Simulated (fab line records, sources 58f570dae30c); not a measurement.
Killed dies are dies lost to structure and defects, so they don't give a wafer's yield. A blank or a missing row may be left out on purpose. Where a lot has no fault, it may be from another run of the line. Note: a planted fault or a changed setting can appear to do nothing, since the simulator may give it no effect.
Which tool did it? + flow berkeley-cmos170 + Sampling: 14 lots, 42 wafers, 5 of 331 route steps

WHAT THE GAUGES SHOWED, per wafer
UCB170_NWELL_THK_MEAS_02.
| lot  | measured    | on            | NWELL_OXIDE_THK (nm) |
|------|-------------|---------------|----------------------|
| L447 | day 2 03:28 | film-metro-02 | 27.1 27.1 27.4       |
| L448 | day 2 10:53 | film-metro-04 | 26.7 26.5 26.7       |
| L449 | day 2 15:56 | film-metro-02 | 24.9 25.2 25.1       |
| L450 | day 2 23:29 | film-metro-02 | 25.2 25.7 25.7       |
| L452 | day 3 09:44 | film-metro-04 | 26.4 26.5 26.6       |
| L454 | day 3 19:36 | film-metro-04 | 25.5 25.9 26.1       |
| L456 | day 4 02:48 | film-metro-03 | 25.7 25.7 26.2       |
| L459 | day 4 09:25 | film-metro-04 | 26.0 26.6 26.4       |
| L461 | day 4 23:14 | film-metro-02 | 25.9 26.4 26.0       |
| L467 | day 6 03:58 | film-metro-04 | 26.5 26.2 26.3       |
| L466 | day 6 03:58 | film-metro-02 | 27.2 27.3 27.6       |
| L468 | day 6 14:58 | film-metro-04 | 25.3 25.3 25.3       |
| L469 | day 6 14:59 | film-metro-03 | 26.3 26.4 26.6       |
| L470 | day 7 00:30 | film-metro-02 | 26.7 26.6 26.9       |

UCB170_NWELL_THK_MEAS_05.
| lot  | measured    | on            | NWELL_NITRIDE_THK (nm) |
|------|-------------|---------------|------------------------|
| L447 | day 2 11:16 | film-metro-03 | 225.0 225.0 225.8      |
| L448 | day 2 18:59 | film-metro-03 | 219.6 220.0 220.1      |
| L449 | day 3 01:01 | film-metro-03 | 223.6 224.2 222.0      |
| L450 | day 3 07:25 | film-metro-04 | 221.0 223.2 222.4      |
| L452 | day 3 16:34 | film-metro-03 | 223.4 222.4 224.0      |
| L454 | day 4 03:47 | film-metro-02 | 223.9 224.2 224.7      |
| L456 | day 4 11:29 | film-metro-02 | 219.3 223.2 222.2      |
| L459 | day 4 16:44 | film-metro-04 | 222.5 221.1 221.5      |
| L461 | day 5 07:43 | film-metro-02 | 227.4 224.8 225.7      |
| L467 | day 6 12:12 | film-metro-03 | 226.6 225.3 224.1      |
| L466 | day 6 12:13 | film-metro-04 | 224.0 224.3 224.8      |
| L468 | day 6 22:14 | film-metro-04 | 225.9 225.8 225.3      |
| L469 | day 6 22:15 | film-metro-02 | 225.7 223.2 222.7      |
| L470 | day 7 07:04 | film-metro-04 | 223.8 225.6 225.5      |

UCB170_ACTIVE_CD_MEAS_13: the cd target is 1200 nm.
| lot  | measured     | on        | cd-nm (nm)           |
|------|--------------|-----------|----------------------|
| L447 | day 4 20:47  | cd-sem-01 | 1198.2 1200.4 1199.6 |
| L448 | day 5 05:04  | cd-sem-01 | 1200.7 1199.9 1199.7 |
| L449 | day 5 05:17  | cd-sem-02 | 1199.0 1198.1 1199.3 |
| L450 | day 5 18:37  | cd-sem-01 | 1200.4 1199.8 1199.0 |
| L452 | day 6 01:02  | cd-sem-01 | 1200.0 1198.7 1200.2 |
| L454 | day 6 05:27  | cd-sem-01 | 1199.4 1199.0 1199.6 |
| L456 | day 6 19:31  | cd-sem-01 | 1143.4 1144.1 1144.5 |
| L459 | day 7 02:13  | cd-sem-02 | 1144.6 1143.3 1144.5 |
| L461 | day 7 11:16  | cd-sem-01 | 1198.5 1198.9 1199.0 |
| L467 | day 9 01:17  | cd-sem-01 | 1201.4 1200.7 1201.5 |
| L466 | day 9 01:03  | cd-sem-01 | 1200.6 1201.1 1201.2 |
| L468 | day 9 23:55  | cd-sem-01 | 1199.4 1198.4 1200.3 |
| L469 | day 10 00:12 | cd-sem-02 | 1202.3 1201.1 1201.3 |
| L470 | day 10 11:05 | cd-sem-02 | 1199.5 1201.6 1198.7 |

UCB170_ACTIVE_OVL_MEAS_14.
| lot  | measured     | on         | ACTIVE_OVL (nm) |
|------|--------------|------------|-----------------|
| L447 | day 4 20:52  | overlay-02 | 1 -3 -7         |
| L448 | day 5 05:11  | overlay-02 | -5 3 -3         |
| L449 | day 5 05:24  | overlay-02 | 5 3 8           |
| L450 | day 5 18:43  | overlay-01 | -4 -4 0         |
| L452 | day 6 01:08  | overlay-01 | 4 7 10          |
| L454 | day 6 05:34  | overlay-01 | 10 6 5          |
| L456 | day 6 19:38  | overlay-02 | 5 7 6           |
| L459 | day 7 02:20  | overlay-01 | 0 -12 -2        |
| L461 | day 7 11:23  | overlay-02 | -8 0 -2         |
| L467 | day 9 01:24  | overlay-02 | -1 5 -2         |
| L466 | day 9 01:10  | overlay-01 | -6 -6 -9        |
| L468 | day 10 00:02 | overlay-01 | -1 5 6          |
| L469 | day 10 00:18 | overlay-02 | 7 1 1           |
| L470 | day 10 11:13 | overlay-01 | 7 3 -6          |

EACH LOT AND THE TOOL THAT RAN IT (in order: tool; ch and the chambers of the sampled wafers; start)
| lot  | UCB170_ACTIVE_PEB_11              |
|------|-----------------------------------|
| L447 | litho-track-01 ch 0, day 4 20:32  |
| L448 | litho-track-01 ch 0, day 5 04:47  |
| L449 | litho-track-03 ch 0, day 5 05:01  |
| L450 | litho-track-01 ch 0, day 5 18:16  |
| L452 | litho-track-03 ch 0, day 6 00:46  |
| L454 | litho-track-01 ch 0, day 6 05:10  |
| L456 | litho-track-01 ch 0, day 6 19:14  |
| L459 | litho-track-01 ch 0, day 7 01:56  |
| L461 | litho-track-03 ch 0, day 7 11:00  |
| L467 | litho-track-03 ch 0, day 9 01:00  |
| L466 | litho-track-04 ch 0, day 9 00:47  |
| L468 | litho-track-04 ch 0, day 9 23:39  |
| L469 | litho-track-03 ch 0, day 9 23:56  |
| L470 | litho-track-01 ch 0, day 10 10:49 |
- UCB170_ACTIVE_PEB_11

WHAT THE TOOLS THEMSELVES READ (means of the sampled wafers that have a number; where no wafer has one, the mark that the record gives instead)
UCB170_ACTIVE_PEB_11.
| lot  | tool           | heater-power-total-W (W) | plate-temp-C (C) |
|------|----------------|--------------------------|------------------|
| L447 | litho-track-01 | 56.79                    | 130.09           |
| L448 | litho-track-01 | 56.78                    | 129.82           |
| L449 | litho-track-03 | 56.83                    | 129.96           |
| L450 | litho-track-01 | 56.79                    | 130.19           |
| L452 | litho-track-03 | 56.80                    | 129.95           |
| L454 | litho-track-01 | 56.80                    | 130.26           |
| L456 | litho-track-01 | 65.37                    | 144.77           |
| L459 | litho-track-01 | 65.36                    | 144.79           |
| L461 | litho-track-03 | 56.75                    | 129.92           |
| L467 | litho-track-03 | 56.76                    | 129.99           |
| L466 | litho-track-04 | 56.80                    | 130.02           |
| L468 | litho-track-04 | 56.77                    | 130.02           |
| L469 | litho-track-03 | 56.80                    | 129.91           |
| L470 | litho-track-01 | 56.80                    | 130.06           |

THE ANSWER, worked out from the rows above alone
Rule: what is usual is taken from the lots themselves. Put in order of their means at a reading, lots are off if they are a third of the lots or fewer, leave a main group of 4 or more, and stand apart from it by a gap of 3 or more times the standard deviation of the main group's means; of several such gaps the widest counts. The tables above print the reading to a certain number of digits; a main group whose means all agree to those digits is not used. A lot without any number at a reading at which 4 lots or more have one is off too. All remaining lots with rows at the step are treated as sound. The gauges are gone through in route order, then the tools' own readings, and for those a lot's mean is taken as printed above. At the first step where some lot is off, the reading lying furthest off is the one used; lots without a number count as furthest.
Off: L456, L459 (UCB170_ACTIVE_CD_MEAS_13, cd-nm). The main group: mean 1199.9 nm, standard deviation 0.87.
If a tool, at a process step before that reading, ran all the lots that are off and no sound lot after the first of them, it fits. The gauges at UCB170_ACTIVE_CD_MEAS_13 aren't tried: what is off there is off at UCB170_ACTIVE_PEB_11 too, on other tools, and a gauge's error can't cause that. No candidate that was tried fits.

WHAT THE SIMULATOR HAD PUT IN
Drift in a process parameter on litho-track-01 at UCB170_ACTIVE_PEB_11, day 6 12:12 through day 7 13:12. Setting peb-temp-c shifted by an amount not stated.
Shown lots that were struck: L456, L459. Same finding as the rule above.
